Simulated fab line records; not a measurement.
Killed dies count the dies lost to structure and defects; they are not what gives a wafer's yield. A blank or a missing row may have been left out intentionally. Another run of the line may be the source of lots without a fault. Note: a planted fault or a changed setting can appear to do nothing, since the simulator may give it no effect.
What tool caused it? | flow berkeleyCmos170 | 42 wafers from 14 lots sampled at 5 of the route's 331 steps

## WHAT THE GAUGES READ, wafer by wafer
UCB170_V1_THK_MEAS_01. Usual: V1_TEOS_THK gives 1997 nm (standard deviation 28).
lot  | measured     | on           | V1_TEOS_THK (nm) | flag
L892 | day 7 14:28  | filmMetro-02 | 2010 2026 1994   | 
L894 | day 8 00:35  | filmMetro-01 | 1952 2008 1983   | 
L896 | day 8 12:56  | filmMetro-01 | 2000 1976 2014   | 
L897 | day 9 08:38  | filmMetro-02 | 1975 1992 2030   | 
L899 | day 9 08:38  | filmMetro-01 | 1965 2001 1984   | 
L902 | day 9 12:59  | filmMetro-03 | 2026 2035 2007   | 
L901 | day 9 13:02  | filmMetro-03 | 2000 1990 2011   | 
L900 | day 9 13:06  | filmMetro-02 | 2009 2033 2037   | 
L903 | day 10 04:03 | filmMetro-03 | 1969 1992 2030   | 
L908 | day 10 13:34 | filmMetro-02 | 1971 1947 2020   | 
L912 | day 11 07:25 | filmMetro-03 | 1943 1967 2007   | 
L913 | day 11 17:11 | filmMetro-03 | 2002 1959 1994   | 
L915 | day 11 17:12 | filmMetro-01 | 1967 1964 1995   | 
L914 | day 11 17:16 | filmMetro-01 | 1983 2000 1998   | 

UCB170_V1_BOW_MEAS_03. Usual: V1_BOW gives 18 um (standard deviation 6.4).
lot  | measured     | on           | V1_BOW (um) | flag
L892 | day 7 15:11  | filmMetro-01 | 7 21 15     | 
L894 | day 8 00:57  | filmMetro-02 | 20 14 28    | 
L896 | day 8 13:18  | filmMetro-03 | 5 17 15     | 
L897 | day 9 09:00  | filmMetro-03 | 18 29 18    | 
L899 | day 9 09:18  | filmMetro-03 | 18 19 22    | 
L902 | day 9 13:22  | filmMetro-02 | 15 21 22    | 
L901 | day 9 13:23  | filmMetro-01 | 21 7 19     | 
L900 | day 9 13:39  | filmMetro-02 | 16 11 20    | 
L903 | day 10 04:25 | filmMetro-03 | 15 19 17    | 
L908 | day 10 13:56 | filmMetro-03 | 17 12 27    | 
L912 | day 11 07:47 | filmMetro-01 | 25 17 8     | 
L913 | day 11 17:33 | filmMetro-02 | 17 17 37    | 
L915 | day 11 17:34 | filmMetro-03 | 21 17 14    | 
L914 | day 11 17:53 | filmMetro-03 | 16 10 19    | 

UCB170_V2_THK_MEAS_01. Usual: V2_TEOS_THK gives 2010 nm (standard deviation 27).
lot  | measured     | on           | V2_TEOS_THK (nm) | flag
L892 | day 7 20:22  | filmMetro-02 | 2008 2033 2014   | 
L894 | day 8 08:06  | filmMetro-02 | 2002 2050 2033   | 
L896 | day 8 19:30  | filmMetro-04 | 1951 2044 2013   | 
L897 | day 9 15:56  | filmMetro-03 | 1994 2018 2044   | 
L899 | day 9 15:57  | filmMetro-04 | 1959 2019 1990   | 
L902 | day 9 20:07  | filmMetro-04 | 2013 2040 2022   | 
L901 | day 9 21:27  | filmMetro-03 | 1973 2005 1974   | 
L900 | day 9 22:04  | filmMetro-03 | 1994 2039 2014   | 
L903 | day 10 10:12 | filmMetro-03 | 2002 2008 2049   | 
L908 | day 10 18:58 | filmMetro-03 | 1972 1981 2018   | 
L912 | day 11 14:35 | filmMetro-03 | 1957 2234 2044   | 
L913 | day 11 23:28 | filmMetro-03 | 2219 1996 2022   | 
L915 | day 11 23:13 | filmMetro-02 | 1988 2006 2036   | 
L914 | day 11 23:44 | filmMetro-04 | 2018 2025 2010   | 

## TOOL THAT RAN EACH LOT (tool first, then ch and the chambers of the sampled wafers, then the start)
lot  | UCB170_M2_ETCH_17                 | UCB170_V2_CVD_00
L892 | rieDiel-04 ch 2,3, day 7 19:46    | pecvd-04 ch 0,1,2, day 7 20:13
L894 | rieDiel-01 ch 0,2, day 8 07:29    | pecvd-03 ch 0,2, day 8 07:56
L896 | rieDiel-04 ch 0,3, day 8 18:53    | pecvd-03 ch 0,1, day 8 19:20
L897 | rieDiel-02 ch 0,1,3, day 9 15:08  | pecvd-03 ch 0,1,2, day 9 15:47
L899 | rieDiel-01 ch 1,2,3, day 9 15:21  | pecvd-04 ch 0,1, day 9 15:48
L902 | rieDiel-04 ch 1,3, day 9 19:29    | pecvd-03 ch 0,1, day 9 19:56
L901 | rieDiel-01 ch 1,2,3, day 9 20:40  | pecvd-01 ch 0,1,2, day 9 21:17
L900 | rieDiel-01 ch 1,2,3, day 9 21:23  | pecvd-04 ch 0,1, day 9 21:50
L903 | rieDiel-01 ch 0,1,3, day 10 09:35 | pecvd-03 ch 0,2, day 10 10:02
L908 | rieDiel-01 ch 0,2,3, day 10 18:22 | pecvd-03 ch 1,2, day 10 18:49
L912 | rieDiel-04 ch 0,2,3, day 11 13:58 | pecvd-03 ch 0,1,2, day 11 14:25
L913 | rieDiel-01 ch 0,2,3, day 11 22:52 | pecvd-03 ch 0,1,2, day 11 23:19
L915 | rieDiel-04 ch 1,2,3, day 11 22:35 | pecvd-04 ch 1,2, day 11 23:02
L914 | rieDiel-02 ch 1,2,3, day 11 23:07 | pecvd-01 ch 0,1,2, day 11 23:34
- UCB170_M2_ETCH_17: etches BARC in N2/H2.
- UCB170_V2_CVD_00: deposits SiO2 from TEOS/O2, target thk 2000 nm, time 250 s.

## AS READ BY THE TOOLS THEMSELVES (means over the sampled wafers that have a number; for cases with no such wafer, the mark the record gives instead)
UCB170_M2_ETCH_17. Usual: drypumpMotorCurrentA 5.6 A, standard deviation 0.34; oesProductAu 1.003 a.u., standard deviation 0.022; throttleValvePct 13.29 %, standard deviation 0.16.
lot  | tool       | drypumpMotorCurrentA (A) | oesProductAu (a.u.) | throttleValvePct (%) | flag
L892 | rieDiel-04 | 5.7                      | 0.994               | 13.21                | 
L894 | rieDiel-01 | 5.8                      | 0.994               | 13.21                | 
L896 | rieDiel-04 | 5.7                      | 1.000               | 13.35                | 
L897 | rieDiel-02 | 5.8                      | 1.015               | 13.35                | 
L899 | rieDiel-01 | 5.5                      | 1.001               | 13.31                | 
L902 | rieDiel-04 | 5.8                      | 0.967               | 13.40                | 
L901 | rieDiel-01 | 5.5                      | 1.006               | 13.31                | 
L900 | rieDiel-01 | 5.5                      | 1.005               | 13.31                | 
L903 | rieDiel-01 | 5.5                      | 1.015               | 13.31                | 
L908 | rieDiel-01 | 5.5                      | 0.999               | 13.35                | 
L912 | rieDiel-04 | 5.7                      | 1.003               | 13.24                | 
L913 | rieDiel-01 | 5.5                      | 0.995               | 13.36                | 
L915 | rieDiel-04 | 5.9                      | 0.981               | 13.30                | 
L914 | rieDiel-02 | 5.5                      | 1.014               | 13.33                | 

UCB170_V2_CVD_00. Usual: heaterPowerW 247 W, standard deviation 60; runLengthS 277.7 s, standard deviation 0.61.
lot  | tool     | heaterPowerW (W) | runLengthS (s) | flag
L892 | pecvd-04 | 242              | 278.4          | 
L894 | pecvd-03 | 187              | 277.2          | 
L896 | pecvd-03 | 282              | 277.2          | 
L897 | pecvd-03 | 237              | 277.5          | 
L899 | pecvd-04 | 256              | 278.2          | 
L902 | pecvd-03 | 266              | 277.8          | 
L901 | pecvd-01 | 278              | 277.4          | 
L900 | pecvd-04 | 252              | 278.4          | 
L903 | pecvd-03 | 205              | 277.7          | 
L908 | pecvd-03 | 233              | 277.4          | 
L912 | pecvd-03 | 220              | 286.5          | OFF
L913 | pecvd-03 | 273              | 286.2          | OFF
L915 | pecvd-04 | 245              | 278.2          | 
L914 | pecvd-01 | 258              | 277.5          | 

## THE ANSWER, worked out from the rows above alone
Rule: lot off if the mean of its wafers having a number is beyond 3 standard deviations from the usual mean. A lot without any number at a reading at which 4 lots or more have one is off too. All remaining lots with rows at the step are treated as sound. After the gauges, taken in route order, come the tools' own readings; for these a lot's mean is taken, as printed above. At the first step where some lot is off, the reading lying furthest off is the one used; lots without a number count as furthest.
Off, at UCB170_V2_CVD_00 on runLengthS: L912, L913.
A tool fits if, at that step or a process step before it, it ran every lot that is off, and no sound lot after the first of them. One candidate fits, namely pecvd-03 at UCB170_V2_CVD_00. Its last sound lot is L908 (day 10 18:49), its first lot that is off L912 (day 11 14:25): a fault that began between those two fits.
The tool's own readings at UCB170_V2_CVD_00 bear it out: on the lots that are off they differ by more than 5 times the standard deviation of the sound lots' means. runLengthS reads 286.4 s there against 277.7 s on the sound lots.

## WHAT THE SIMULATOR HAD PUT IN
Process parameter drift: pecvd-03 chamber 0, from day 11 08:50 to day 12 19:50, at UCB170_V2_CVD_00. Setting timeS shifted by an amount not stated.
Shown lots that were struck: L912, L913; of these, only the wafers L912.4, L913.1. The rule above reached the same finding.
